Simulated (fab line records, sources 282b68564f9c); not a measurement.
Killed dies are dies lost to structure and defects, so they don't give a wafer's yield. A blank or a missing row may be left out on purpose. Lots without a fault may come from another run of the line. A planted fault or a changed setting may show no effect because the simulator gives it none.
A struck lot beside a sound one | flow rit_cmos | 16 steps out of a route of 202
Sound: wafers L274.1, L274.4, L274.6. Struck: wafers L280.1, L280.3, L280.4. The cause comes at the end.
At each step with rows: each side's tool, then ch and its chambers, then its first start. Under that, the readings that differ: sound wafers | struck wafers | difference of the means | sigmas: that difference in standard deviations of wafers without a fault.
alike: readings whose means differ by less than 2 such deviations, and words and numbers that are the same on both sides. not compared: withheld readings, readings that some wafer has no value for, bounds like >300 that may hide the same value, and numbers for which the record gives no deviation and whose values overlap.
The two part at a step that has a row with sigmas, a row that says differs or no value, or rows on one side only. Numbers that don't overlap but have no deviation are shown without sigmas and don't part them. A reading that every wafer of one side lacks parts them only if that side has two wafers or more.

first, 2 steps without rows for these wafers: RIT_NRETRO_HARDBAKE_07 (time 120 s); RIT_NRETRO_IMPLANT_08.
RIT_NRETRO_STRIP_09: strips in O2, time 180 s.
  sound on plasma_asher-03 ch 0, day 5 01:04; struck on plasma_asher-01 ch 0,1, day 6 09:52
  alike: drypump_motor_current_A
  not compared: rf_hours_counter_h
RIT_NRETRO_TW_MEAS_10:
  sound on film_metro-01, day 5 01:14; struck on film_metro-01, day 6 10:02
  alike: NRETRO_TW
then, 6 steps without rows for these wafers: RIT_PRETRO_HMDS_00 (prime time 60 s); RIT_PRETRO_COAT_01 (resist thk 1300 nm); RIT_PRETRO_SOFTBAKE_02 (time 60 s); RIT_PRETRO_EXPOSE_03 (exposes mask M5, target cd 43700 nm); RIT_PRETRO_PEB_04; RIT_PRETRO_DEVELOP_05 (develop time 68 s).
RIT_PRETRO_OVL_MEAS_06:
  sound on overlay-02, day 5 02:19; struck on overlay-02, day 6 10:59
  alike: PRETRO_OVL
then, 1 step without rows for these wafers: RIT_PRETRO_HARDBAKE_07 (time 120 s).
RIT_PRETRO_IMPLANT_08:
  sound on implanter-01 ch 0, day 5 02:35; struck on implanter-02 ch 0, day 6 11:16
  reading                   | sound                | struck               | difference | sigmas
  beam_energy_keV           | 44.982 44.998 44.983 | 29.265 29.241 29.272 | -15.728    | -99 or more
  model.implant.rp_nm (nm)  | 148.9 148.9 148.9    | 92.51 92.51 92.51    | -56.39     |
  model.implant.drp_nm (nm) | 55.07 55.07 55.07    | 42.09 42.09 42.09    | -12.98     |
  alike: dose_ions_cm2
RIT_PRETRO_STRIP_09: strips in O2, time 180 s.
  sound on plasma_asher-04 ch 0,1, day 5 02:44; struck on plasma_asher-01 ch 0,1, day 6 11:25
  alike: drypump_motor_current_A
  not compared: rf_hours_counter_h
RIT_PRETRO_TW_MEAS_10:
  sound on film_metro-04, day 5 02:55; struck on film_metro-03, day 6 11:35
  reading   | sound             | struck            | difference | sigmas
  PRETRO_TW | 482.1 482.5 479.6 | 444.6 443.8 447.9 | -36.0      | -12
then, 1 step without rows for these wafers: RIT_GATE_WET_ETCH_00 (etches SiO2 in BOE, target depth 56 nm, time 60 s).

WHERE THEY PART
First at RIT_PRETRO_IMPLANT_08; last, within this record, at RIT_PRETRO_TW_MEAS_10.

WHY: what the simulator had put in
Process parameter drift: implanter-02, from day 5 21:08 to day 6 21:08, at RIT_PRETRO_IMPLANT_08. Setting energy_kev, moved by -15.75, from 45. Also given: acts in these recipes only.
